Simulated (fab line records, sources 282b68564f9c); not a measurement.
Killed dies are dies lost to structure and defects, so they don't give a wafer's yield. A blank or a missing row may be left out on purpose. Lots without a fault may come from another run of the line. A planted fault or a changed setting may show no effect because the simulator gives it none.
fab line records | flow rit_cmos
record lots=6 wafers=18 last_day=8
route steps=202 shown NLDD@110 PLDD@114 SPACER@126 NSD@131 PSD@142 M1@202
lots that met no fault: from a run of the same line without faults
start_h: hours from the record's first day to the start of the lot's first wafer shown | wait_h: hours since the lot's step before | " the same as in the row above | L1.1+2: a row that stands for several wafers | - no value, or no start given | * or withheld: withheld | < > ~ a bound
route shown NAME@n: a module of which the file shows steps, and the number in the route of the first | usual: mean/standard deviation of fault-free wafers | same: alike in all rows | chamber/n: place in a boat | sites: the reading at each site | _std_site: their standard deviation | _edge_site: outer sites' mean less inner sites' | radius_mm: how far each site lies from the wafer's centre | mask NAME#n: copy n | behind: the tool/chamber that last shaped the wafer | hold: why the lot was held/for how many hours/how that ended | device: the transistor (n, p or np) that didn't switch | end of line: the same wafers' tests at the end of the route | a step without rows: its recipe alone | killed: dies lost to structure and defects at the first sort, not the wafer's yield | map: a wafer's dies, x killed, . not, _ none there
set.NAME: the setting as run; set.NAME@STEP: as run at that earlier step | model.NAME: the simulator's own value behind a step, which no gauge read
lots at some steps of the route; a table a step, a row a wafer
services: from which hour (start_h, from the record's first day; less than 0 if before it) a tool's chamber was out of use, for how many hours, and why
## steps
# step RIT_NLDD_HARDBAKE_07
# recipe resist=NOVOLAK temp_c=140 time_s=60
# step RIT_NLDD_IMPLANT_08
# recipe species=P energy_kev=20 dose_cm2=5e+14 tilt_deg=7
# step RIT_NLDD_STRIP_09
# recipe chemistry=O2 time_s=180 resist=NOVOLAK platen_temp_c=withheld power_w=500 pressure_mtorr=4000 o2_flow_sccm=4000
# usual drypump_motor_current_A=5.7/0.49
# columns lot.wafer tool chamber start_h wait_h drypump_motor_current_A rf_hours_counter_h
L745.1 plasma_asher-03 0 49.88 0.1 5.8 26
L745.4 " 0 " " 5.8 -
L745.5 " 1 " " 5.2 -
L750.3 plasma_asher-02 1 78.10 0.1 5.9 -
L750.4 " 0 " " 6.5 -
L750.5 " 1 " " 5.9 -
L753.1 plasma_asher-03 0 93.61 0.1 5.8 30
L753.2 " 1 " " 5.3 30
L753.5 " 0 " " 5.8 -
L754.1 plasma_asher-02 0 98.22 0.1 6.5 48
L754.2 " 1 " " 5.9 48
L754.4 " 0 " " 6.4 -
L761.1 plasma_asher-02 1 140.02 0.1 5.9 2
L761.3 " 0 " " 6.5 -
L761.6 " 1 " " 5.9 -
L766.3 plasma_asher-03 1 175.74 0.1 5.3 -
L766.4 " 0 " " 5.7 -
L766.5 " 0 " " 5.8 -
# step RIT_NLDD_TW_MEAS_10
# usual NLDD_TW=2506/26
# columns lot.wafer tool chamber start_h wait_h NLDD_TW
L745.1 film_metro-01 - 50.05 0.1 2491
L745.4 " - " " 2497
L745.5 " - " " 2487
L750.3 film_metro-03 - 78.23 0.1 2529
L750.4 " - " " 2523
L750.5 " - " " 2528
L753.1 film_metro-04 - 93.79 0.1 2473
L753.2 " - " " 2488
L753.5 " - " " 2485
L754.1 film_metro-01 - 98.40 0.1 2487
L754.2 " - " " 2478
L754.4 " - " " 2491
L761.1 film_metro-01 - 140.19 0.1 2467
L761.3 " - " " 2477
L761.6 " - " " 2484
L766.3 film_metro-04 - 175.88 0.1 2489
L766.4 " - " " 2488
L766.5 " - " " 2490
# step RIT_PLDD_HMDS_00
# recipe prime_time_s=60 prime_temp_c=140
# step RIT_PLDD_COAT_01
# recipe resist=NOVOLAK spin_rpm=3250 resist_thk_nm=1000
# step RIT_PLDD_SOFTBAKE_02
# recipe resist=NOVOLAK temp_c=90 time_s=60
# step RIT_PLDD_EXPOSE_03
# recipe mask_id=M8 na=0.57 target_cd_nm=40900 dose_mj=250
# step RIT_PLDD_PEB_04
# recipe resist=NOVOLAK temp_c=withheld time_s=withheld
# step RIT_PLDD_DEVELOP_05
# recipe resist=NOVOLAK develop_time_s=50 dev_temp_c=23
# step RIT_PLDD_OVL_MEAS_06
# usual PLDD_OVL=0.5/1.4
# columns lot.wafer tool chamber start_h wait_h PLDD_OVL[nm]
L745.1 overlay-02 - 50.96 - -0.5
L745.4 " - " " -0.4
L745.5 " - " " 0.6
L750.3 overlay-02 - 79.26 - 0.7
L750.4 " - " " 1.4
L750.5 " - " " 0.6
L753.1 overlay-02 - 94.70 - 0.1
L753.2 " - " " -0.4
L753.5 " - " " 0.3
L754.1 overlay-02 - 99.31 - 2.5
L754.2 " - " " 1.9
L754.4 " - " " 0.9
L761.1 overlay-01 - 141.10 - 1.4
L761.3 " - " " 1.6
L761.6 " - " " 1.2
L766.3 overlay-02 - 177.04 - -2.2
L766.4 " - " " -0.9
L766.5 " - " " -2.3
# step RIT_PLDD_HARDBAKE_07
# recipe resist=NOVOLAK temp_c=140 time_s=60
# step RIT_PLDD_IMPLANT_08
# recipe species=BF2 energy_kev=20 dose_cm2=9e+14 tilt_deg=7
# usual beam_on_s=10.01/0.2 dose_ions_cm2=9e+14/9.5e+11 end_station_pressure_torr=7.2e-06/3.5e-07 faraday_current_uA=2820/56
# columns lot.wafer tool chamber start_h wait_h beam_on_s dose_ions_cm2 end_station_pressure_torr faraday_current_uA
L745.1 implanter-03 0 51.15 0.1 9.93 9.001e+14 7.3e-06 2833
L745.4 " 0 " " 9.98 9e+14 7.2e-06 2813
L745.5 " 0 " " 10.09 8.988e+14 7.7e-06 2793
L750.3 implanter-01 0 79.48 0.1 10.04 9.007e+14 7.7e-06 2807
L750.4 " 0 " " 10.04 9.006e+14 7.2e-06 2818
L750.5 " 0 " " 9.92 9.009e+14 7.6e-06 2843
L753.1 implanter-01 0 94.88 0.1 10.07 6.266e+14 7e-06 1956
L753.2 " 0 " " 9.91 6.255e+14 6.5e-06 1987
L753.5 " 0 " " 10.10 6.263e+14 6.9e-06 1950
L754.1 implanter-01 0 99.49 0.1 10.19 6.253e+14 6.8e-06 1929
L754.2 " 0 " " 10.23 6.272e+14 6.3e-06 1919
L754.4 " 0 " " 9.74 6.249e+14 6.4e-06 2018
L761.1 implanter-02 0 141.29 0.1 9.81 8.999e+14 7.3e-06 2876
L761.3 " 0 " " 9.70 8.991e+14 6.8e-06 2910
L761.6 " 0 " " 9.67 8.998e+14 6.9e-06 2920
L766.3 implanter-01 0 177.26 0.1 10.46 9.006e+14 7.4e-06 2693
L766.4 " 0 " " 9.91 8.987e+14 7.3e-06 2843
L766.5 " 0 " " 10.23 8.973e+14 7.8e-06 2754
# step RIT_PLDD_STRIP_09
# recipe chemistry=O2 time_s=180 resist=NOVOLAK platen_temp_c=withheld power_w=500 pressure_mtorr=4000 o2_flow_sccm=4000
# usual drypump_motor_current_A=5.4/0.33
# columns lot.wafer tool chamber start_h wait_h drypump_motor_current_A rf_hours_counter_h
L745.1 plasma_asher-03 1 51.30 0.1 5.2 26
L745.4 " 0 " " 5.8 -
L745.5 " 1 " " 5.2 -
L750.3 plasma_asher-01 1 79.64 0.1 4.9 -
L750.4 " 0 " " 5.3 -
L750.5 " 1 " " 4.9 -
L753.1 plasma_asher-01 1 95.03 0.1 4.9 37
L753.2 " 0 " " 5.3 37
L753.5 " 0 " " 5.3 -
L754.1 plasma_asher-01 0 99.64 0.1 5.3 38
L754.2 " 1 " " 4.9 38
L754.4 " 1 " " 4.9 -
L761.1 plasma_asher-04 0 141.44 0.1 5.3 53
L761.3 " 1 " " 5.9 -
L761.6 " 0 " " 5.3 -
L766.3 plasma_asher-01 0 177.42 0.1 5.3 -
L766.4 " 1 " " 4.9 -
L766.5 " 0 " " 5.4 -
# step RIT_PLDD_TW_MEAS_10
# usual PLDD_TW=2356/25
# columns lot.wafer tool chamber start_h wait_h hold PLDD_TW
L745.1 film_metro-04 - 51.47 0.1 - 2334
L745.4 " - " " - 2345
L745.5 " - " " - 2343
L750.3 film_metro-03 - 79.78 0.1 - 2378
L750.4 " - " " - 2384
L750.5 " - " " - 2390
L753.1 film_metro-01 - 95.21 0.1 await_dispo/0.2h/release 2127
L753.2 " - " " await_dispo/0.2h/release 2133
L753.5 " - " " await_dispo/0.2h/release 2124
L753.1 film_metro-01 - 95.43 0.2 - 2127
L753.2 " - " " - 2127
L753.5 " - " " - 2133
L754.1 film_metro-03 - 99.82 0.1 await_dispo/0.2h/release 2168
L754.2 " - " " await_dispo/0.2h/release 2171
L754.4 " - " " await_dispo/0.2h/release 2173
L754.1 film_metro-03 - 100.05 0.2 - 2170
L754.2 " - " " - 2165
L754.4 " - " " - 2159
L761.1 film_metro-03 - 141.62 0.1 - 2387
L761.3 " - " " - 2392
L761.6 " - " " - 2401
L766.3 film_metro-01 - 177.56 0.1 - 2343
L766.4 " - " " - 2329
L766.5 " - " " - 2338
# step RIT_SPACER_CLEAN_01
# recipe chemistry=dHF dilution=50:1 time_s=30
# step RIT_SPACER_CLEAN_02
# recipe chemistry=SC2 mix=3:3:50 time_s=600 temp_c=75 dry=n2_spin
# step RIT_SPACER_CVD_03
# recipe material=Si3N4 target_thk_nm=250 temp_c=810 precursor=SiH2Cl2/NH3 time_s=3300 pressure_mtorr=300 sih2cl2_flow_sccm=60 nh3_flow_sccm=150
# step RIT_SPACER_THK_MEAS_04
# recipe reads=Si3N4_of_SPACER_CVD_03
# usual SPACER_NITRIDE_THK=251.1/2.3
# columns lot.wafer tool chamber start_h wait_h SPACER_NITRIDE_THK[nm]
L745.1 film_metro-01 - 54.81 0.0 253.1
L745.4 " - " " 253.2
L745.5 " - " " 255.2
L750.3 film_metro-03 - 82.12 0.0 254.7
L750.4 " - " " 255.9
L750.5 " - " " 253.8
L753.1 film_metro-03 - 99.47 0.0 251.0
L753.2 " - " " 251.1
L753.5 " - " " 248.6
L754.1 film_metro-02 - 106.93 0.0 248.4
L754.2 " - " " 248.0
L754.4 " - " " 250.2
L761.1 film_metro-02 - 144.10 0.0 251.2
L761.3 " - " " 251.3
L761.6 " - " " 250.0
L766.3 film_metro-01 - 179.90 0.0 250.1
L766.4 " - " " 250.8
L766.5 " - " " 250.8
# step RIT_SPACER_ETCHBACK_05
# recipe target_depth_a=2500 SF6_flow_sccm=30 CHF3_flow_sccm=30 target=Si3N4 chemistry=SF6/CHF3 pressure_mtorr=40 rf_w=250 time_s=240 stop_on=SiO2
# usual drypump_motor_current_A=5.6/0.42 oes_product_au=0.850/0.017 throttle_valve_pct=10.28/0.16
# columns lot.wafer tool chamber start_h wait_h drypump_motor_current_A oes_product_au rf_hours_counter_h throttle_valve_pct
L745.1 rie_diel-02 1 54.87 0.1 6.1 0.848 79 10.33
L745.4 " 0 " " 5.0 0.873 147 10.20
L745.5 " 0 " " 5.0 0.884 - 10.20
L750.3 rie_diel-02 0 82.16 0.0 5.0 0.869 147 10.18
L750.4 " 1 " " 6.1 0.861 79 10.32
L750.5 " 1 " " 6.1 0.853 - 10.34
L753.1 rie_diel-03 3 99.53 0.1 5.6 0.878 1 10.00
L753.2 " 1 " " 6.2 0.851 20 10.31
L753.5 " 3 " " 5.7 0.867 - 10.00
L754.1 rie_diel-02 0 106.99 0.1 5.0 0.865 148 10.20
L754.2 " 3 " " 5.6 0.841 43 10.59
L754.4 " 1 " " 6.1 0.848 80 10.33
L761.1 rie_diel-02 1 144.16 0.1 6.1 0.848 80 10.33
L761.3 " 0 " " 5.0 0.865 148 10.19
L761.6 " 3 " " 5.6 0.845 - 10.59
L766.3 rie_diel-03 2 179.94 0.0 5.6 0.834 83 10.20
L766.4 " 0 " " 5.0 0.815 48 10.13
L766.5 " 0 " " 4.9 0.821 - 10.11
# step RIT_NSD_HMDS_00
# recipe prime_time_s=60 prime_temp_c=140
# step RIT_NSD_COAT_01
# recipe resist=NOVOLAK spin_rpm=3250 resist_thk_nm=1000
# step RIT_NSD_SOFTBAKE_02
# recipe resist=NOVOLAK temp_c=90 time_s=60
# step RIT_NSD_EXPOSE_03
# recipe mask_id=M9 na=0.57 target_cd_nm=40700 dose_mj=250
# step RIT_NSD_PEB_04
# recipe resist=NOVOLAK temp_c=withheld time_s=withheld
# step RIT_NSD_DEVELOP_05
# recipe resist=NOVOLAK develop_time_s=50 dev_temp_c=23
# step RIT_NSD_OVL_MEAS_06
# usual NSD_OVL=-0.4/1.6
# columns lot.wafer tool chamber start_h wait_h NSD_OVL[nm]
L745.1 overlay-01 - 55.90 - -0.4
L745.4 " - " " 0.2
L745.5 " - " " -1.1
L750.3 overlay-02 - 83.34 - -0.9
L750.4 " - " " -0.7
L750.5 " - " " 0.8
L753.1 overlay-01 - 100.59 - 0.1
L753.2 " - " " -0.8
L753.5 " - " " 0.7
L754.1 overlay-01 - 108.24 - 0.9
L754.2 " - " " 0.7
L754.4 " - " " 0.7
L761.1 overlay-01 - 145.29 - 1.1
L761.3 " - " " -1.3
L761.6 " - " " -0.5
L766.3 overlay-02 - 181.11 - -2.3
L766.4 " - " " -3.0
L766.5 " - " " -2.4
# step RIT_NSD_HARDBAKE_07
# recipe resist=NOVOLAK temp_c=140 time_s=60
# step RIT_NSD_IMPLANT_08
# recipe species=P energy_kev=25 dose_cm2=1e+15 tilt_deg=7
# step RIT_NSD_STRIP_09
# recipe chemistry=O2 time_s=180 resist=NOVOLAK platen_temp_c=withheld power_w=500 pressure_mtorr=4000 o2_flow_sccm=4000
# usual drypump_motor_current_A=5.5/0.5
# columns lot.wafer tool chamber start_h wait_h drypump_motor_current_A rf_hours_counter_h
L745.1 plasma_asher-04 1 56.24 0.1 5.9 44
L745.4 " 1 " " 5.9 -
L745.5 " 1 " " 5.9 -
L750.3 plasma_asher-02 0 83.72 0.1 6.5 -
L750.4 " 1 " " 5.9 -
L750.5 " 1 " " 5.9 -
L753.1 plasma_asher-04 0 100.93 0.1 5.3 50
L753.2 " 1 " " 5.9 50
L753.5 " 0 " " 5.3 -
L754.1 plasma_asher-04 0 108.58 0.1 5.3 50
L754.2 " 1 " " 5.9 50
L754.4 " 0 " " 5.3 -
L761.1 plasma_asher-01 1 145.62 0.1 4.9 42
L761.3 " 0 " " 5.3 -
L761.6 " 1 " " 4.9 -
L766.3 plasma_asher-02 0 181.49 0.1 6.5 -
L766.4 " 1 " " 5.9 -
L766.5 " 0 " " 6.5 -
# step RIT_NSD_TW_MEAS_10
# usual NSD_TW=3126/29
# columns lot.wafer tool chamber start_h wait_h NSD_TW
L745.1 film_metro-04 - 56.41 0.1 3095
L745.4 " - " " 3093
L745.5 " - " " 3088
L750.3 film_metro-01 - 83.86 0.1 3111
L750.4 " - " " 3103
L750.5 " - " " 3124
L753.1 film_metro-01 - 101.10 0.1 3109
L753.2 " - " " 3108
L753.5 " - " " 3109
L754.1 film_metro-03 - 108.75 0.1 3174
L754.2 " - " " 3161
L754.4 " - " " 3159
L761.1 film_metro-04 - 145.80 0.1 3106
L761.3 " - " " 3092
L761.6 " - " " 3092
L766.3 film_metro-01 - 181.63 0.1 3112
L766.4 " - " " 3089
L766.5 " - " " 3076
# step RIT_PSD_HMDS_00
# recipe prime_time_s=60 prime_temp_c=140
# step RIT_PSD_COAT_01
# recipe resist=NOVOLAK spin_rpm=3250 resist_thk_nm=1000
# step RIT_PSD_SOFTBAKE_02
# recipe resist=NOVOLAK temp_c=90 time_s=60
# step RIT_PSD_EXPOSE_03
# recipe mask_id=M10 na=0.57 target_cd_nm=40900 dose_mj=250
# step RIT_PSD_PEB_04
# recipe resist=NOVOLAK temp_c=withheld time_s=withheld
# step RIT_PSD_DEVELOP_05
# recipe resist=NOVOLAK develop_time_s=50 dev_temp_c=23
# step RIT_PSD_OVL_MEAS_06
# usual PSD_OVL=0.2/1.5
# columns lot.wafer tool chamber start_h wait_h PSD_OVL[nm]
L745.1 overlay-02 - 57.45 - -4.0
L745.4 " - " " -3.7
L745.5 " - " " -3.6
L750.3 overlay-01 - 84.88 - 0.7
L750.4 " - " " -1.5
L750.5 " - " " 0.1
L753.1 overlay-01 - 102.01 - 0.2
L753.2 " - " " -0.4
L753.5 " - " " 0.8
L754.1 overlay-01 - 109.84 - 2.1
L754.2 " - " " 0.8
L754.4 " - " " 1.8
L761.1 overlay-01 - 146.83 - 3.0
L761.3 " - " " 1.8
L761.6 " - " " 1.5
L766.3 overlay-02 - 182.69 - -2.2
L766.4 " - " " -3.1
L766.5 " - " " -1.3
# step RIT_PSD_HARDBAKE_07
# recipe resist=NOVOLAK temp_c=140 time_s=60
# step RIT_PSD_IMPLANT_08
# recipe species=BF2 energy_kev=27 dose_cm2=5e+15 tilt_deg=7
# step RIT_PSD_STRIP_09
# recipe chemistry=O2 time_s=180 resist=NOVOLAK platen_temp_c=withheld power_w=500 pressure_mtorr=4000 o2_flow_sccm=4000
# usual drypump_motor_current_A=5.7/0.41
# columns lot.wafer tool chamber start_h wait_h drypump_motor_current_A rf_hours_counter_h
L745.1 plasma_asher-04 1 57.90 0.1 5.9 45
L745.4 " 1 " " 5.9 -
L745.5 " 1 " " 5.9 -
L750.3 plasma_asher-02 1 85.26 0.1 5.9 -
L750.4 " 0 " " 6.5 -
L750.5 " 1 " " 5.9 -
L753.1 plasma_asher-02 1 102.35 0.1 5.9 48
L753.2 " 0 " " 6.5 48
L753.5 " 0 " " 6.5 -
L754.1 plasma_asher-02 0 114.38 4.3 6.5 48
L754.2 " 1 " " 5.9 48
L754.4 " 1 " " 5.9 -
L761.1 plasma_asher-04 0 147.18 0.1 5.3 54
L761.3 " 0 " " 5.3 -
L761.6 " 1 " " 5.9 -
L766.3 plasma_asher-04 0 183.28 0.1 5.3 -
L766.4 " 1 " " 5.9 -
L766.5 " 0 " " 5.3 -
# step RIT_SDANNEAL_RS_MEAS_06
# recipe thk_meas_gauge=four-point-probe
# usual PLDD_RS=178.8/0.46
# columns lot.wafer tool chamber start_h wait_h hold PLDD_RS[ohm/sq]
L745.1 film_metro-03 - 58.80 0.1 - 179.0
L745.4 " - " " - 178.6
L745.5 " - " " - 178.9
L750.3 film_metro-03 - 86.15 0.1 - 179.4
L750.4 " - " " - 178.8
L750.5 " - " " - 179.5
L753.1 film_metro-04 - 103.26 0.1 await_dispo/0.2h/release 217.1
L753.2 " - " " await_dispo/0.2h/release 216.8
L753.5 " - " " await_dispo/0.2h/release 216.6
L753.1 film_metro-04 - 103.55 0.3 - 216.8
L753.2 " - " " - 217.3
L753.5 " - " " - 217.0
L754.1 film_metro-04 - 115.28 0.1 await_dispo/0.2h/release 218.0
L754.2 " - " " await_dispo/0.2h/release 216.8
L754.4 " - " " await_dispo/0.2h/release 217.7
L754.1 film_metro-04 - 115.57 0.3 - 217.5
L754.2 " - " " - 216.8
L754.4 " - " " - 217.9
L761.1 film_metro-01 - 148.08 0.1 - 178.5
L761.3 " - " " - 178.8
L761.6 " - " " - 178.8
L766.3 film_metro-01 - 184.18 0.1 - 179.0
L766.4 " - " " - 178.7
L766.5 " - " " - 178.8
# step RIT_M1_PROBE_99
# usual defect_limited_yield=97.2/1.2 killed_at_front_end=7/3.1 killed_dies=7/3.2 killed_open=3.8/2.1 killed_short=3.6/2 sort_bin_3_pad_short=0.1/0.22 sort_bin_5_function=1.7/0.8 sort_bin_6_memory=1.0/0.64 sort_n_pass=257/3.2 sort_yield_pct=97.2/1.2
# same gross_dies=264 killed_at_M0_to_M3=0 killed_at_M4_up=0 killed_at_back_side=0 killed_at_contacts=0 killed_at_other=0
# columns lot.wafer tool chamber start_h wait_h defect_limited_yield[%] killed_at_front_end killed_dies killed_open killed_short sort_bin_3_pad_short[%] sort_bin_5_function[%] sort_bin_6_memory[%] sort_n_pass sort_yield_pct[%]
L745.1 prober-02 - 66.02 0.1 97.0 8 8 4 4 0 2.7 0.4 256 97.0
L745.4 prober-02 - 66.17 0.2 95.5 12 12 6 6 0 3.0 1.5 252 95.5
L745.5 prober-02 - 66.22 0.2 98.5 4 4 4 0 0 1.5 0 260 98.5
L750.3 prober-01 - 93.59 0.2 98.5 4 4 2 2 0 1.5 0 260 98.5
L750.4 prober-01 - 93.64 0.2 98.1 5 5 2 3 0 1.1 0.8 259 98.1
L750.5 prober-01 - 93.69 0.2 98.1 5 5 3 2 0 1.1 0.8 259 98.1
# killed by level:class
L745.1 GATE:geometric_particle:short=2 GATE:geometric_particle:open=2 FOX1:geometric_particle:open=1 FOX1:geometric_particle:short=1 FOX2:geometric_particle:open=1 REOX:geometric_particle:short=1
L745.4 GATE:geometric_particle:short=4 GATE:geometric_particle:open=3 REOX:geometric_particle:open=2 SILICIDE:geometric_particle:short=2 FOX2:geometric_particle:open=1
L745.5 REOX:geometric_particle:open=3 SILICIDE:geometric_particle:open=1
L750.3 FOX1:geometric_particle:open=2 GATE:geometric_particle:short=2
L750.4 FOX1:geometric_particle:short=2 FOX2:geometric_particle:open=1 REOX:geometric_particle:open=1 REOX:geometric_particle:short=1
L750.5 GATE:geometric_particle:open=2 FOX1:geometric_particle:short=1 GATE:geometric_particle:short=1 SPACER:geometric_particle:open=1
## services
# columns tool chamber start_h hours kind
plasma_asher-03 - 54.35 4.3 repair
plasma_asher-01 - 54.84 6.3 repair
rie_diel-02 - 65.82 14.6 pm
implanter-02 - 80.94 8.9 repair
implanter-01 - 88.52 3.7 pm
implanter-03 - 94.88 2.2 repair
implanter-03 - 112.20 2.0 pm
implanter-01 - 114.42 3.3 repair
plasma_asher-02 0 117.75 - clean
plasma_asher-02 1 117.75 - clean
rie_diel-03 0 120.68 3.1 repair
implanter-03 - 122.91 56.3 pm
implanter-01 - 146.74 3.3 pm
rie_diel-02 0 156.97 3.9 repair
rie_diel-02 0 163.51 - clean
rie_diel-02 0 163.51 22.0 scheduled_down
rie_diel-02 0 163.51 22.0 vent_cycle
rie_diel-02 2 170.87 18.4 repair
implanter-03 - 179.22 5.7 pm
plasma_asher-02 - 180.85 0.5 repair
## key
first_sign step=RIT_PLDD_IMPLANT_08 reading=dose_ions_cm2 direction=down sigmas=99+ usual=9e+14 struck=6.26e+14
effect step=RIT_PLDD_IMPLANT_08 reading=faraday_current_uA direction=down sigmas=15 usual=2820 struck=1960
effect step=RIT_PLDD_TW_MEAS_10 reading=visit direction=added
effect step=RIT_PLDD_TW_MEAS_10 reading=PLDD_TW direction=down sigmas=8.1 usual=2356 struck=2149
effect step=RIT_SDANNEAL_RS_MEAS_06 reading=PLDD_RS direction=up sigmas=84 usual=178.8 struck=217.1
met_at RIT_PLDD_IMPLANT_08
struck_wafers L753.1,L753.2,L753.5,L754.1,L754.2,L754.4
scrapped_behind RIT_SDANNEAL_RS_MEAS_06 L753.1,L753.2,L753.5,L754.1,L754.2,L754.4
onset_between 79.48 94.88
fault kind=process_parameter_drift tool=implanter-01 chamber=- onset_h=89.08 steps=RIT_PLDD_IMPLANT_08 channel=dose_cm2 offset=-2.7363e+14 shape=step end_h=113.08 acts_in=these_recipes_only stated=9e+14
